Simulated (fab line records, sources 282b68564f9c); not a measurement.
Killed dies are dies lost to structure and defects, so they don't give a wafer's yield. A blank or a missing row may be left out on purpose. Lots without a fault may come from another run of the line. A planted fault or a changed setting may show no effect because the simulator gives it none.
Chamber matching | flow rit_cmos | RIT_GATE_ETCH_19 on rie_si-02: 4 sister chambers
The step etches poly-Si in SF6/CHF3/O2, stops on SiO2, time 165 s, target depth 312.5 nm. 4 wafers are shown with their chamber, then 7 later ones without.

WAFERS WITH THEIR CHAMBER
wafer  | chamber | throttle_valve_pct (%)
L887.2 | 0       | 10.23
L887.4 | 3       | 10.09
L889.1 | 2       | 10.16
L889.4 | 1       | 10.16

WAFERS WITHOUT THEIR CHAMBER
wafer  | throttle_valve_pct (%)
L889.6 | 10.19
L891.2 | 10.17
L891.3 | 10.25
L891.6 | 10.25
L897.3 | 10.18
L897.4 | 10.11
L897.6 | 10.09

WHICH CHAMBER EACH WENT THROUGH
wafer  | from the rows above          | in truth
L889.6 | can't be placed: 1 or 2 or 0 | 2
L891.2 | can't be placed: 1 or 2      | 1
L891.3 | 0                            | 0
L891.6 | 0                            | 0
L897.3 | can't be placed: 1 or 2 or 0 | 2
L897.4 | can't be placed: 3 or 1 or 2 | 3
L897.6 | 3                            | 3
Placed correctly: 3 of 7. Can't be placed from these rows: 4 (the true chamber is among the candidates in 4). Placed wrongly: 0.
How it was worked out, from the rows above alone: a wafer's distance from a chamber is the root of the sum, over the readings, of the square of ((its reading less the chamber's mean) divided by the reading's scatter). The wafer belongs to the nearest chamber; if the next one is less than 2 further off, it can't be placed. A chamber's mean is the mean of its shown wafers. The scatter: with one shown wafer a chamber, the root of the mean of the squares of how far each hidden wafer lies from its nearest shown one.
